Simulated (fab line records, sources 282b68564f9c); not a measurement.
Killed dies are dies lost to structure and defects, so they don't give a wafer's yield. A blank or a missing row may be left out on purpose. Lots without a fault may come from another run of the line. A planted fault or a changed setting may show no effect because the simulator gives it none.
Which tool did it? | flow rit_cmos | 15 lots, 45 wafers sampled, at 2 steps of a route of 202

WHAT THE GAUGES READ, wafer by wafer
The record holds no reading of a measuring or inspecting step that can be judged against a usual standard deviation.

WHICH TOOL RAN EACH LOT (tool, then ch and the chambers of the sampled wafers, then the start)
lot  | RIT_M1_ANNEAL_15             | RIT_M1_PROBE_99
L425 | furnace-02 ch 0, day 3 12:20 | prober-02, day 3 13:58
L427 | furnace-02 ch 0, day 3 22:48 | prober-02, day 4 00:28
L428 | furnace-02 ch 0, day 4 00:32 | prober-01, day 4 02:10
L429 | furnace-02 ch 0, day 4 07:58 | prober-02, day 4 09:38
L430 | furnace-02 ch 0, day 4 12:40 | prober-01, day 4 14:17
L431 | furnace-02 ch 0, day 4 15:50 | prober-02, day 4 17:36
L432 | furnace-02 ch 0, day 4 19:00 | prober-01, day 4 20:46
L433 | furnace-02 ch 0, day 5 04:17 | prober-02, day 5 05:57
L434 | furnace-02 ch 0, day 5 06:05 | prober-01, day 5 07:46
L442 | furnace-02, day 6 22:17      | prober-01, day 6 23:55
L443 | furnace-02, day 7 06:48      | prober-02, day 7 08:28
L444 | furnace-02, day 7 10:16      | prober-01, day 7 11:56
L446 | furnace-02 ch 0, day 7 18:16 | prober-01, day 7 19:59
L447 | furnace-02 ch 0, day 8 00:47 | prober-02, day 8 02:33
L448 | furnace-02 ch 0, day 8 04:04 | prober-01, day 8 05:41
- RIT_M1_ANNEAL_15: time 1800 s.
- RIT_M1_PROBE_99

WHAT THE TOOLS THEMSELVES READ (means of the sampled wafers that have a number; where no wafer has one, the mark that the record gives instead)
RIT_M1_ANNEAL_15.
lot  | tool       | spike_tc_centre_C (C) | spike_tc_load_C (C)
L425 | furnace-02 | 451.9                 | 473.7
L427 | furnace-02 | 451.9                 | 474.1
L428 | furnace-02 | 451.8                 | 474.1
L429 | furnace-02 | 452.3                 | 474.3
L430 | furnace-02 | 450.9                 | 474.9
L431 | furnace-02 | 451.3                 | 474.2
L432 | furnace-02 | 453.1                 | 474.2
L433 | furnace-02 | 450.8                 | 473.9
L434 | furnace-02 | 452.0                 | 473.7
L442 | furnace-02 | -                     | -
L443 | furnace-02 | -                     | -
L444 | furnace-02 | -                     | -
L446 | furnace-02 | 451.6                 | 473.8
L447 | furnace-02 | 452.9                 | 474.0
L448 | furnace-02 | 452.3                 | 473.5

RIT_M1_PROBE_99.
lot  | tool      | defect_limited_yield (%) | killed_at_contacts | killed_at_front_end | killed_dies | killed_open | killed_short | sort_bin_3_pad_short (%) | sort_bin_5_function (%) | sort_bin_6_memory (%) | sort_n_pass | sort_yield_pct (%)
L425 | prober-02 | 97.7                     | 0.0                | 6                   | 6           | 3.7         | 2.3          | 0.0                      | 1.8                     | 0.5                   | 258         | 97.7
L427 | prober-02 | 97.1                     | 0.0                | 8                   | 8           | 4.0         | 3.7          | 0.1                      | 2.0                     | 0.8                   | 256         | 97.1
L428 | prober-01 | 98.5                     | 0.0                | 4                   | 4           | 1.7         | 2.3          | 0.1                      | 0.5                     | 0.9                   | 260         | 98.5
L429 | prober-02 | 96.6                     | 0.0                | 9                   | 9           | 5.3         | 3.7          | 0.3                      | 1.4                     | 1.8                   | 255         | 96.6
L430 | prober-01 | 97.6                     | 0.0                | 6                   | 6           | 4.0         | 2.3          | 0.1                      | 1.5                     | 0.8                   | 258         | 97.6
L431 | prober-02 | 98.6                     | 0.3                | 3                   | 4           | 1.3         | 2.3          | 0.1                      | 0.9                     | 0.4                   | 260         | 98.6
L432 | prober-01 | 94.7                     | 0.0                | 14                  | 14          | 7.3         | 6.7          | 0.0                      | 3.8                     | 1.5                   | 250         | 94.7
L433 | prober-02 | 98.5                     | 0.0                | 4                   | 4           | 2.0         | 2.0          | 0.0                      | 0.8                     | 0.8                   | 260         | 98.5
L434 | prober-01 | 98.5                     | 0.0                | 4                   | 4           | 1.3         | 2.7          | 0.1                      | 0.9                     | 0.5                   | 260         | 98.5
L442 | prober-01 | 98.0                     | 0.0                | 5                   | 5           | 1.7         | 3.7          | 0.3                      | 1.0                     | 0.8                   | 259         | 98.0
L443 | prober-02 | 98.2                     | 0.0                | 5                   | 5           | 2.0         | 2.7          | 0.0                      | 1.1                     | 0.6                   | 259         | 98.2
L444 | prober-01 | 97.7                     | 0.3                | 6                   | 6           | 3.3         | 2.7          | 0.0                      | 1.5                     | 0.8                   | 258         | 97.7
L446 | prober-01 | 98.1                     | 0.0                | 5                   | 5           | 2.0         | 3.0          | 0.1                      | 0.8                     | 1.0                   | 259         | 98.1
L447 | prober-02 | 98.0                     | 0.3                | 5                   | 5           | 3.0         | 2.3          | 0.0                      | 1.5                     | 0.5                   | 259         | 98.0
L448 | prober-01 | 94.3                     | 0.0                | 15                  | 15          | 8.7         | 6.3          | 0.3                      | 2.6                     | 2.8                   | 249         | 94.3

THE ANSWER, worked out from the rows above alone
Rule: what is usual is taken from the lots themselves. Put in order of their means at a reading, lots are off if they are a third of the lots or fewer, leave a main group of 4 or more, and stand apart from it by a gap of 3 or more times the standard deviation of the main group's means; of several such gaps the widest counts. A main group whose means are all the same, to the digits that the tables above print for the reading, isn't used. A lot without any number at a reading at which 4 lots or more have one is off too. The other lots that the step has rows for count as sound. The gauges are gone through in route order, then the tools' own readings, and for those a lot's mean is taken as printed above. The first step at which some lot is off is used, and at that step the reading that is off furthest; a lot without a number counts as furthest.
Off: L442, L443, L444, at RIT_M1_ANNEAL_15 (spike_tc_centre_C). Without a number there: L442, L443, L444. The main group: mean 451.9 C, standard deviation 0.67.
A tool fits if, at that step or a process step before it, it ran every lot that is off, and no sound lot after the first of them. None of those tried fits.

WHAT THE SIMULATOR HAD PUT IN
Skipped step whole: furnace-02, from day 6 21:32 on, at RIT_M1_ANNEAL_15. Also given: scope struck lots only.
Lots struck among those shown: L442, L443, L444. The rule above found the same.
